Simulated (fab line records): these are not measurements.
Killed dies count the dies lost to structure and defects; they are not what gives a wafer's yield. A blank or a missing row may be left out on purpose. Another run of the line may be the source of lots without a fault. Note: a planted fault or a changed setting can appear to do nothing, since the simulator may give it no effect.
One fault through the eyes of 2 desks	flow berkeley_cmos170	each desk has only its own numbers; what lay behind them comes last

== DESK OF THE TOOL OWNER: rie_diel-04 ==
The tool's own readings at UCB170_ACTIVE_ETCH_15 (etches Si3N4 in CH3F/Ar/O2, stops on SiO2, target depth 242 nm, time 151 s): means of the sampled wafers that have a number, for each lot that ran on this tool. A lot is out of limits, marked OUT, if its mean lies more than 4 standard deviations from the usual mean; the brackets give that distance.
Columns: A = O2_flow_sccm at UCB170_ACTIVE_ETCH_15, usual 7.001 sccm; B = drypump_motor_current_A at UCB170_ACTIVE_ETCH_15, usual 5.7 A; C = oes_product_au at UCB170_ACTIVE_ETCH_15, usual 0.944 a.u.; D = throttle_valve_pct at UCB170_ACTIVE_ETCH_15, usual 7.99 %
lot	first seen here	A	B	C	D
L686	day 5 03:23	7.006	6.0	0.951	7.94
L689	day 5 16:53	7.005	5.7	0.934	7.91
L691	day 6 04:05	6.990	5.2	0.922	7.83
L692	day 6 12:43	6.976	5.9	0.926	7.92
L693	day 6 18:20	6.998	6.1	0.938	8.00
L697	day 7 07:48	7.017	6.0	0.947	7.94
L707	day 9 23:14	6.979	6.0	0.959	7.94
This desk's verdict: no lot among the 7 shows anything out of limits.

== AT THE METROLOGY DESK ==
What the gauges read, lot by lot, whatever tool the lot ran on: means of the sampled wafers that have a number. A lot is out of limits, marked OUT, if its mean lies more than 4 standard deviations from the usual mean; the brackets give that distance.
Columns: A = INCOMING_BOW at UCB170_START_BOW_MEAS_00, usual 1 um
lot	first seen here	A
L685	day 1 15:00	-5
L686	day 1 20:04	-4
L687	day 2 01:00	-2
L688	day 2 06:00	-3
L689	day 2 11:01	-0
L690	day 2 16:01	4
L691	day 2 21:02	2
L692	day 3 02:02	4
L693	day 3 07:02	8
L696	day 3 22:01	2
L697	day 4 03:00	4
L702	day 5 04:00	-1
L704	day 5 14:00	3
L706	day 6 00:01	7
L707	day 6 05:02	2
This desk's verdict: no lot among the 15 shows anything out of limits.

== ALL TOGETHER ==
The desk of the tool owner found nothing out of limits.
At the metrology desk, nothing out of limits was observed.

== WHAT THE SIMULATOR HAD PUT IN ==
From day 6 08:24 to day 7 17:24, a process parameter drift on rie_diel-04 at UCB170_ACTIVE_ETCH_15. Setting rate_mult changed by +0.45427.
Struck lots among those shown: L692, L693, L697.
